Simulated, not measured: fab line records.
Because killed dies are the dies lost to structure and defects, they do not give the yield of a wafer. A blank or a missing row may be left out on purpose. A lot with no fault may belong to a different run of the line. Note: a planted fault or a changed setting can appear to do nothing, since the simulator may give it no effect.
Which tool is to blame? | flow rit-cmos | 7 lots with 21 wafers sampled at 2 steps, on a route of 202 steps

WHAT THE GAUGES READ, wafer by wafer
RIT_ACTIVE_THK_MEAS_02.
lot  | measured    | on            | ACTIVE_OXIDE_THK (nm)
L956 | day 1 17:58 | film-metro-02 | 46.0 46.1 46.0
L960 | day 2 13:03 | film-metro-01 | 44.7 44.2 44.6
L962 | day 3 01:10 | film-metro-02 | 70.2 69.6 69.7
L965 | day 3 14:04 | film-metro-02 | 43.9 44.3 44.4
L969 | day 4 13:04 | film-metro-02 | 70.0 71.9 70.9
L974 | day 5 11:58 | film-metro-01 | 44.0 44.2 44.5
L976 | day 5 21:03 | film-metro-02 | 44.9 44.7 45.5

WHICH TOOL RAN EACH LOT (tool, then ch and the chambers of the sampled wafers, then the start)
lot  | RIT_ACTIVE_OXIDATION_01
L956 | furnace-03 ch 0, day 1 16:01
L960 | furnace-04 ch 0, day 2 11:07
L962 | furnace-01 ch 0, day 2 21:07 and furnace-04 ch 0, day 2 23:13
L965 | furnace-03 ch 0, day 3 12:07
L969 | furnace-01 ch 0, day 4 08:07
L974 | furnace-01 ch 0, day 5 10:02
L976 | furnace-03 ch 0, day 5 19:07
- RIT_ACTIVE_OXIDATION_01: target thk 46.8 nm, ox time 3200 s.

THE ANSWER, worked out from the rows above alone
Rule: what is usual is taken from the lots themselves. The widest of any qualifying gaps counts: lots, ordered by their means at a reading, are off when they make up no more than a third of the lots, leave a main group of 4 or more, and stand apart from it by 3 or more times the standard deviation of that group's means. A main group is skipped when, at the precision printed for the reading in the tables above, its means are all equal. A lot without any number at a reading at which 4 lots or more have one is off too. All remaining lots with rows at the step are treated as sound.
Off: L962, L969, at RIT_ACTIVE_THK_MEAS_02 (ACTIVE_OXIDE_THK). Mean 44.8 nm and standard deviation 0.69 in the main group.
If a tool, at a process step before that reading, ran all the lots that are off and no sound lot after the first of them, it fits. The gauges at RIT_ACTIVE_THK_MEAS_02 are tried like those tools. None of those tried fits.

WHAT WAS PUT IN BY THE SIMULATOR
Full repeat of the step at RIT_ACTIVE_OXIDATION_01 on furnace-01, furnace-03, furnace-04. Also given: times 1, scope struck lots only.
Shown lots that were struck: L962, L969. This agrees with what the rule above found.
